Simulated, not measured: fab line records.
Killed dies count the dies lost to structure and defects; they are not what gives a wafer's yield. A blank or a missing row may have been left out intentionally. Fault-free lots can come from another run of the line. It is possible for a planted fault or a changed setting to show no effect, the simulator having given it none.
Commonality check across tools + flow rit-cmos + 45 wafers sampled across 15 lots

WHAT PROMPTED THE OPENING
At RIT_NLDD_TW_MEAS_10 the reading NLDD_TW is flagged on 3 of 15 lots. Wafers without a fault read 2497, standard deviation 17.
Rule: a lot gets a flag if all its wafers with a number sit over 4 standard deviations from that mean, or if no wafer of it has a number. The other lots count as sound.

| lot  | measured    | on            | NLDD_TW, wafer by wafer | flag    |
|------|-------------|---------------|-------------------------|---------|
| L151 | day 3 02:00 | film-metro-04 | 2487 2484 2481          |         |
| L152 | day 3 02:16 | film-metro-01 | 2524 2527 2514          |         |
| L153 | day 3 15:37 | film-metro-04 | 2493 2491 2495          |         |
| L154 | day 3 15:51 | film-metro-03 | 2491 2485 2487          |         |
| L155 | day 4 01:50 | film-metro-03 | 2506 2491 2489          |         |
| L157 | day 4 14:06 | film-metro-03 | 2500 2501 2496          |         |
| L158 | day 4 16:31 | film-metro-03 | 2506 2494 2508          |         |
| L160 | day 4 21:52 | film-metro-01 | 2528 2514 2512          |         |
| L164 | day 5 16:00 | film-metro-03 | 2234 2242 2251          | FLAGGED |
| L165 | day 5 18:54 | film-metro-03 | 2251 2244 2247          | FLAGGED |
| L166 | day 6 01:38 | film-metro-03 | 2263 2268 2269          | FLAGGED |
| L168 | day 6 11:01 | film-metro-03 | 2504 2500 2494          |         |
| L170 | day 6 21:31 | film-metro-03 | 2493 2509 2493          |         |
| L173 | day 7 17:04 | film-metro-01 | 2523 2511 2529          |         |
| L174 | day 7 20:54 | film-metro-01 | 2519 2524 2496          |         |
On average the flagged lots' numbers are 2252, which is -245 against the usual, or -14 standard deviations.

WHICH TOOL RAN EACH LOT
The record keeps 1 process step preceding the reading, out of 202 steps on the route. Cell contents, in order: the tool; ch with the chambers the sampled wafers went through; the start.
| lot  | flag    | RIT_NLDD_IMPLANT_08            |
|------|---------|--------------------------------|
| L151 |         | implanter-01 ch 0, day 3 01:41 |
| L152 |         | implanter-04 ch 0, day 3 01:56 |
| L153 |         | implanter-04 ch 0, day 3 15:17 |
| L154 |         | implanter-02 ch 0, day 3 15:32 |
| L155 |         | implanter-01 ch 0, day 4 01:31 |
| L157 |         | implanter-01 ch 0, day 4 13:47 |
| L158 |         | implanter-01 ch 0, day 4 16:11 |
| L160 |         | implanter-01 ch 0, day 4 21:32 |
| L164 | FLAGGED | implanter-01 ch 0, day 5 15:41 |
| L165 | FLAGGED | implanter-01 ch 0, day 5 18:36 |
| L166 | FLAGGED | implanter-01 ch 0, day 6 01:19 |
| L168 |         | implanter-04 ch 0, day 6 10:42 |
| L170 |         | implanter-04 ch 0, day 6 21:11 |
| L173 |         | implanter-02 ch 0, day 7 16:46 |
| L174 |         | implanter-02 ch 0, day 7 20:35 |
These steps, and what they do:
- RIT_NLDD_IMPLANT_08
- RIT_NLDD_TW_MEAS_10

FLAGGED OVER TOTAL, TOOL BY TOOL (the gauges that took the reading come last)
| step                | tool          | lots run | flagged | share of the flagged lots | sound lots run after its first flagged lot |
|---------------------|---------------|----------|---------|---------------------------|--------------------------------------------|
| RIT_NLDD_IMPLANT_08 | implanter-01  | 8        | 3       | all                       | 0                                          |
| RIT_NLDD_IMPLANT_08 | implanter-02  | 3        | 0       | none                      | -                                          |
| RIT_NLDD_IMPLANT_08 | implanter-04  | 4        | 0       | none                      | -                                          |
| RIT_NLDD_TW_MEAS_10 | film-metro-01 | 4        | 0       | none                      | -                                          |
| RIT_NLDD_TW_MEAS_10 | film-metro-03 | 9        | 3       | all                       | 2 (L168,L170)                              |
| RIT_NLDD_TW_MEAS_10 | film-metro-04 | 2        | 0       | none                      | -                                          |

WHAT IS ALLOWED BY THE TABLE
Table rows that saw every flagged lot: 2, namely implanter-01 at RIT_NLDD_IMPLANT_08 and film-metro-03 at RIT_NLDD_TW_MEAS_10.
- implanter-01 at RIT_NLDD_IMPLANT_08: 3 of its 8 lots flagged. Last sound lot L160 at day 4 21:32, first flagged lot L164 at day 5 15:41; a fault beginning in between fits. Its own readings lie more than 4 standard deviations out on every wafer of the flagged lots: tilt-deg.
- film-metro-03 at RIT_NLDD_TW_MEAS_10: 3 of its 9 lots flagged. Sound lots ran on it after the first flagged one (L168, L170), which a lasting fault on the whole tool wouldn't allow.
Just one tool remains: implanter-01 at RIT_NLDD_IMPLANT_08.

WHAT THE SIMULATOR PUT IN
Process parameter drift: implanter-01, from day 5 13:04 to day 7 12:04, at RIT_NLDD_IMPLANT_08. Setting tilt-deg shifted by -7 from 7. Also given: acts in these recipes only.
Shown lots that were struck: L164, L165, L166. The rule given above showed the same thing.
